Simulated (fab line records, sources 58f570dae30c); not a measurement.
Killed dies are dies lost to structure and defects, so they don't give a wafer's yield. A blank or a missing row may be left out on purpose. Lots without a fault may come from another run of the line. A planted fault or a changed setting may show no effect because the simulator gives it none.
Which tool did it? | flow berkeley_cmos170 | 13 lots, 39 wafers sampled, at 6 steps of a route of 331

WHAT THE GAUGES READ, wafer by wafer
UCB170_PLDD_CD_MEAS_06: target cd 1200 nm.
lot  | measured     | on        | cd_nm (nm)
L637 | day 6 05:56  | cd_sem-01 | 1203.5 1202.4 1202.9
L638 | day 6 16:32  | cd_sem-02 | 1198.7 1199.3 1197.8
L639 | day 7 04:38  | cd_sem-01 | 1200.6 1201.8 1201.9
L640 | day 7 05:05  | cd_sem-02 | 1199.0 1197.7 1198.6
L641 | day 7 19:57  | cd_sem-02 | 1199.7 1199.7 1200.5
L642 | day 7 20:17  | cd_sem-02 | 1196.8 1195.5 1197.6
L643 | day 7 21:40  | cd_sem-01 | 1199.7 1199.0 1198.6
L647 | day 8 09:43  | cd_sem-02 | 1202.0 1200.6 1200.2
L645 | day 8 10:08  | cd_sem-02 | 1200.2 1199.5 1200.8
L648 | day 9 00:45  | cd_sem-01 | 1199.3 1199.8 1199.4
L649 | day 9 13:16  | cd_sem-01 | 1201.0 1199.6 1199.5
L656 | day 10 12:49 | cd_sem-01 | 1200.1 1199.6 1200.4
L659 | day 10 13:05 | cd_sem-01 | 1200.7 1200.6 1199.3

UCB170_SPACER_THK_MEAS_01.
lot  | measured     | on            | SPACER_TEOS_THK (nm)
L637 | day 6 08:35  | film_metro-02 | 376 376 370
L638 | day 6 19:23  | film_metro-03 | 375 379 382
L639 | day 7 07:46  | film_metro-01 | 371 378 373
L640 | day 7 07:57  | film_metro-01 | 376 388 380
L641 | day 7 22:57  | film_metro-02 | 376 369 373
L642 | day 7 23:18  | film_metro-02 | 378 374 379
L643 | day 8 00:28  | film_metro-03 | 379 374 382
L647 | day 8 12:52  | film_metro-01 | 378 380 382
L645 | day 8 13:41  | film_metro-03 | 378 376 383
L648 | day 9 04:17  | film_metro-03 | 376 381 380
L649 | day 9 16:37  | film_metro-03 | 367 372 612
L656 | day 10 16:15 | film_metro-03 | 375 376 382
L659 | day 10 16:26 | film_metro-02 | 368 382 382

UCB170_PSD_CD_MEAS_06: target cd 1200 nm.
lot  | measured     | on        | cd_nm (nm)
L637 | day 6 15:37  | cd_sem-01 | 1197.8 1199.2 1196.8
L638 | day 7 02:02  | cd_sem-02 | 1202.1 1201.8 1200.1
L639 | day 7 13:11  | cd_sem-01 | 1201.2 1201.3 1199.9
L640 | day 7 13:26  | cd_sem-01 | 1199.1 1199.6 1200.0
L641 | day 8 03:46  | cd_sem-01 | 1202.2 1201.3 1200.6
L642 | day 8 03:49  | cd_sem-02 | 1199.4 1200.2 1199.9
L643 | day 8 03:55  | cd_sem-01 | 1199.7 1201.7 1200.2
L647 | day 8 16:55  | cd_sem-01 | 1201.3 1200.1 1199.7
L645 | day 8 18:46  | cd_sem-02 | 1200.4 1201.3 1201.6
L648 | day 9 10:53  | cd_sem-01 | 1199.8 1200.6 1200.6
L649 | day 9 21:47  | cd_sem-01 | 1198.9 1198.3
L656 | day 10 20:25 | cd_sem-01 | 1199.2 1198.2 1198.7
L659 | day 10 20:49 | cd_sem-02 | 1199.3 1199.1 1201.2

WHICH TOOL RAN EACH LOT (tool, then ch and the chambers of the sampled wafers, then the start)
lot  | UCB170_NLDD_STRIP_10                 | UCB170_SPACER_CVD_00            | UCB170_SPACER_ETCHBACK_03
L637 | plasma_asher-01 ch 0,1, day 6 08:11  | pecvd-03 ch 0,1,2, day 6 08:32  | rie_diel-01 ch 0,1,2, day 6 13:49
L638 | plasma_asher-02 ch 0,1, day 6 19:01  | pecvd-03 ch 0,1, day 6 19:21    | rie_diel-01 ch 0,2,3, day 7 01:00
L639 | plasma_asher-02 ch 0,1, day 7 07:16  | pecvd-03 ch 0,1, day 7 07:42    | rie_diel-04 ch 1,3, day 7 12:16
L640 | plasma_asher-03 ch 0,1, day 7 07:34  | pecvd-02 ch 1,2, day 7 07:55    | rie_diel-03 ch 0,2,3, day 7 12:16
L641 | plasma_asher-01 ch 0,1, day 7 22:28  | pecvd-02 ch 0,1,2, day 7 22:55  | rie_diel-01 ch 0,1,3, day 8 02:25
L642 | plasma_asher-02 ch 0,1, day 7 22:40  | pecvd-03 ch 0,2, day 7 23:16    | rie_diel-04 ch 0,1,3, day 8 02:25
L643 | plasma_asher-02 ch 1, day 8 00:05    | pecvd-02 ch 0,2, day 8 00:25    | rie_diel-03 ch 1,2, day 8 02:25
L647 | plasma_asher-02 ch 0,1, day 8 12:28  | pecvd-04 ch 0,1,2, day 8 12:50  | rie_diel-04 ch 0,2,3, day 8 15:02
L645 | plasma_asher-02 ch 0,1, day 8 13:19  | pecvd-02 ch 0,1,2, day 8 13:39  | rie_diel-04 ch 2,3, day 8 17:47
L648 | plasma_asher-03 ch 0,1, day 9 03:52  | pecvd-04 ch 1,2, day 9 04:13    | rie_diel-04 ch 2,3, day 9 09:48
L649 | plasma_asher-02 ch 0,1, day 9 15:24  | pecvd-03 ch 0,1,2, day 9 16:34  | rie_diel-04 ch 0,1, day 9 19:30
L656 | plasma_asher-03 ch 0,1, day 10 15:46 | pecvd-02 ch 0,1,2, day 10 16:13 | rie_diel-04 ch 0,1,3, day 10 18:43
L659 | plasma_asher-02 ch 0,1, day 10 15:55 | pecvd-04 ch 0,1,2, day 10 16:24 | rie_diel-01 ch 0,1,3, day 10 18:43
- UCB170_NLDD_STRIP_10: strips in O2.
- UCB170_SPACER_CVD_00: deposits SiO2 from TEOS/O2, target thk 376 nm, time 47 s.
- UCB170_SPACER_ETCHBACK_03: etches SiO2 in CHF3/CF4/Ar, stops on Si, target depth 376 nm, time 100 s.

WHAT THE TOOLS THEMSELVES READ (means of the sampled wafers that have a number; where no wafer has one, the mark that the record gives instead)
UCB170_NLDD_STRIP_10.
lot  | tool            | drypump_motor_current_A (A) | oes_product_au (a.u.) | strip_time_to_endpoint_s (s)
L637 | plasma_asher-01 | 5.47                        | 0.740                 | 21.54
L638 | plasma_asher-02 | 5.76                        | 0.736                 | 21.65
L639 | plasma_asher-02 | 5.76                        | 0.731                 | 21.61
L640 | plasma_asher-03 | 5.62                        | 0.734                 | 21.66
L641 | plasma_asher-01 | 5.47                        | 0.733                 | 21.68
L642 | plasma_asher-02 | 5.77                        | 0.732                 | 21.56
L643 | plasma_asher-02 | 5.57                        | 0.733                 | 21.59
L647 | plasma_asher-02 | 5.77                        | 0.731                 | 21.60
L645 | plasma_asher-02 | 5.78                        | 0.737                 | 21.65
L648 | plasma_asher-03 | 5.61                        | 0.740                 | 21.63
L649 | plasma_asher-02 | 5.76                        | 0.733                 | 21.65
L656 | plasma_asher-03 | 5.63                        | 0.735                 | 21.63
L659 | plasma_asher-02 | 5.78                        | 0.740                 | 21.65

UCB170_SPACER_CVD_00.
lot  | tool     | heater_power_w (W) | run_length_s (s)
L637 | pecvd-03 | 196                | 75.1
L638 | pecvd-03 | 212                | 75.5
L639 | pecvd-03 | 214                | 75.5
L640 | pecvd-02 | 267                | 75.1
L641 | pecvd-02 | 272                | 74.8
L642 | pecvd-03 | 248                | 74.6
L643 | pecvd-02 | 265                | 74.8
L647 | pecvd-04 | 311                | 75.7
L645 | pecvd-02 | 288                | 75.0
L648 | pecvd-04 | 315                | 75.0
L649 | pecvd-03 | 235                | 84.8
L656 | pecvd-02 | 287                | 74.8
L659 | pecvd-04 | 305                | 75.0

UCB170_SPACER_ETCHBACK_03.
lot  | tool        | drypump_motor_current_A (A) | oes_product_au (a.u.) | throttle_valve_pct (%)
L637 | rie_diel-01 | 5.7                         | 0.902                 | 6.52
L638 | rie_diel-01 | 5.9                         | 0.905                 | 6.45
L639 | rie_diel-04 | 5.7                         | 0.895                 | 6.38
L640 | rie_diel-03 | 6.0                         | 0.899                 | 6.49
L641 | rie_diel-01 | 5.6                         | 0.888                 | 6.50
L642 | rie_diel-04 | 5.9                         | 0.895                 | 6.45
L643 | rie_diel-03 | 5.6                         | 0.901                 | 6.58
L647 | rie_diel-04 | 5.8                         | 0.905                 | 6.44
L645 | rie_diel-04 | 5.6                         | 0.910                 | 6.36
L648 | rie_diel-04 | 6.0                         | 0.912                 | 6.43
L649 | rie_diel-04 | 6.2                         | 0.911                 | 6.53
L656 | rie_diel-04 | 5.9                         | 0.892                 | 6.46
L659 | rie_diel-01 | 5.6                         | 0.897                 | 6.50

THE ANSWER, worked out from the rows above alone
Rule: what is usual is taken from the lots themselves. Put in order of their means at a reading, lots are off if they are a third of the lots or fewer, leave a main group of 4 or more, and stand apart from it by a gap of 3 or more times the standard deviation of the main group's means; of several such gaps the widest counts. A main group whose means are all the same, to the digits that the tables above print for the reading, isn't used. A lot without any number at a reading at which 4 lots or more have one is off too. The other lots that the step has rows for count as sound. The gauges are gone through in route order, then the tools' own readings, and for those a lot's mean is taken as printed above. The first step at which some lot is off is used, and at that step the reading that is off furthest; a lot without a number counts as furthest.
Off: L649, at UCB170_SPACER_THK_MEAS_01 (SPACER_TEOS_THK). The main group: mean 377 nm, standard deviation 2.5.
A tool fits if, at a process step before that reading, it ran every lot that is off, and no sound lot after the first of them. The gauges at UCB170_SPACER_THK_MEAS_01 aren't tried: what is off there is off at UCB170_SPACER_CVD_00 too, on other tools, and a gauge's error can't cause that. One fits: pecvd-03 at UCB170_SPACER_CVD_00. Its last sound lot is L642 (day 7 23:16), its first lot that is off L649 (day 9 16:34): a fault that began between those two fits.
The tool's own readings at UCB170_SPACER_CVD_00 bear it out: on the lots that are off they differ by more than 5 times the standard deviation of the sound lots' means. run_length_s reads 84.8 s there against 75.1 s on the sound lots.

WHAT THE SIMULATOR HAD PUT IN
Process parameter drift: pecvd-03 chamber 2, from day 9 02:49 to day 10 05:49, at UCB170_SPACER_CVD_00. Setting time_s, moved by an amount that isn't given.
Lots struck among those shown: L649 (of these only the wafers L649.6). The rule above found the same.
